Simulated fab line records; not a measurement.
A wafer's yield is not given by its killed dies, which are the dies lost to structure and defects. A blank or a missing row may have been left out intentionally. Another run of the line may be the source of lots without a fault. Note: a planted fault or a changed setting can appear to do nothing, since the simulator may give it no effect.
Split-lot study	flow rit-cmos	23 wafers read across 5 lots, on a route 202 steps long

ABOUT THE SPLIT
At RIT_GATE_CVD_08 (deposits poly-Si from SiH4, target thk 250 nm, time 2220 s), the setting pressure-mtorr was moved away from the recipe's 300 mTorr on 15 of the 23 wafers read, by -14.1% to +12.3%. The other wafers ran this setting at the recipe's value.

The file shows no step between the split and the reading.

THE READING
GATE_POLY_THK at RIT_GATE_THK_MEAS_09, in nm. Typical for fault-free wafers on this fab line: 250.6 nm, with standard deviation 2.1 nm.

wafer	tool, chamber at the split	pressure-mtorr as run, mTorr	against the recipe	GATE_POLY_THK, nm	against lot-mates on the recipe
L075.1	-, -	300	recipe	248.6	-
L075.2	-, -	300	recipe	249.8	-
L075.4	-, -	300	recipe	250.1	-
L075.5	-, -	300	recipe	247.9	-
L075.6	-, -	300	recipe	250.6	-
L079.2	-, -	330.4	+10.1%	259.4	no lot-mate on the recipe
L079.3	-, -	330.4	+10.1%	259.6	no lot-mate on the recipe
L079.4	-, -	330.4	+10.1%	258.6	no lot-mate on the recipe
L079.5	-, -	330.4	+10.1%	262.0	no lot-mate on the recipe
L079.6	-, -	330.4	+10.1%	258.8	no lot-mate on the recipe
L080.2	-, -	336.8	+12.3%	264.8	no lot-mate on the recipe
L080.3	-, -	336.8	+12.3%	267.1	no lot-mate on the recipe
L080.4	-, -	336.8	+12.3%	269.6	no lot-mate on the recipe
L080.5	-, -	336.8	+12.3%	265.9	no lot-mate on the recipe
L080.6	-, -	336.8	+12.3%	266.2	no lot-mate on the recipe
L082.2	-, -	257.8	-14.1%	234.5	no lot-mate on the recipe
L082.3	-, -	257.8	-14.1%	232.4	no lot-mate on the recipe
L082.4	-, -	257.8	-14.1%	231.9	no lot-mate on the recipe
L082.5	-, -	257.8	-14.1%	232.2	no lot-mate on the recipe
L082.6	-, -	257.8	-14.1%	232.2	no lot-mate on the recipe
L084.1	lpcvd-01, 1	300	recipe	246.5	-
L084.2	lpcvd-01, 1	300	recipe	247.0	-
L084.6	lpcvd-01, 1	300	recipe	248.6	-

THE FIT
A straight line over all 23 wafers: GATE_POLY_THK changes by +1.23 nm for each +1% of pressure-mtorr; r = +0.99; the points scatter about the line by 2.1 nm.
Too few moved wafers have a lot-mate on the recipe to fit a line with each lot's own level taken away.

THE WHOLE CHAIN: every reading that the file lists as answering this split, in the file's order
step	what it does	reading	change (the file's fit)	r (the file's)
RIT_GATE_CVD_08	deposits poly-Si from SiH4, target thk 250 nm, time 2220 s	poly-Si_of_GATE_CVD_08.thk-nm (the simulator's own value, which no gauge read)	+1.23 nm for each +1% of the setting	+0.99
RIT_GATE_THK_MEAS_09		GATE_POLY_THK	+1.23 for each +1% of the setting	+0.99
RIT_GATE_ETCH_19	etches poly-Si in SF6/CHF3/O2, stops on SiO2, time 165 s, target depth 312.5 nm	GATE.feature-depth-nm (the simulator's own value, which no gauge read)	+1.23 nm for each +1% of the setting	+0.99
RIT_GATE_ETCH_19	etches poly-Si in SF6/CHF3/O2, stops on SiO2, time 165 s, target depth 312.5 nm	etch.depth-nm (the simulator's own value, which no gauge read)	+1.2 nm for each +1% of the setting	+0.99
RIT_REOX_OXIDATION_03	target thk 25.2 nm, ox time 5580 s	poly-Si_of_GATE_CVD_08.thk-nm (the simulator's own value, which no gauge read)	+1.35 nm for each +1% of the setting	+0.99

FILE'S OWN FIT
GATE_POLY_THK changes by +1.23 nm for each +1% of pressure-mtorr, r = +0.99.
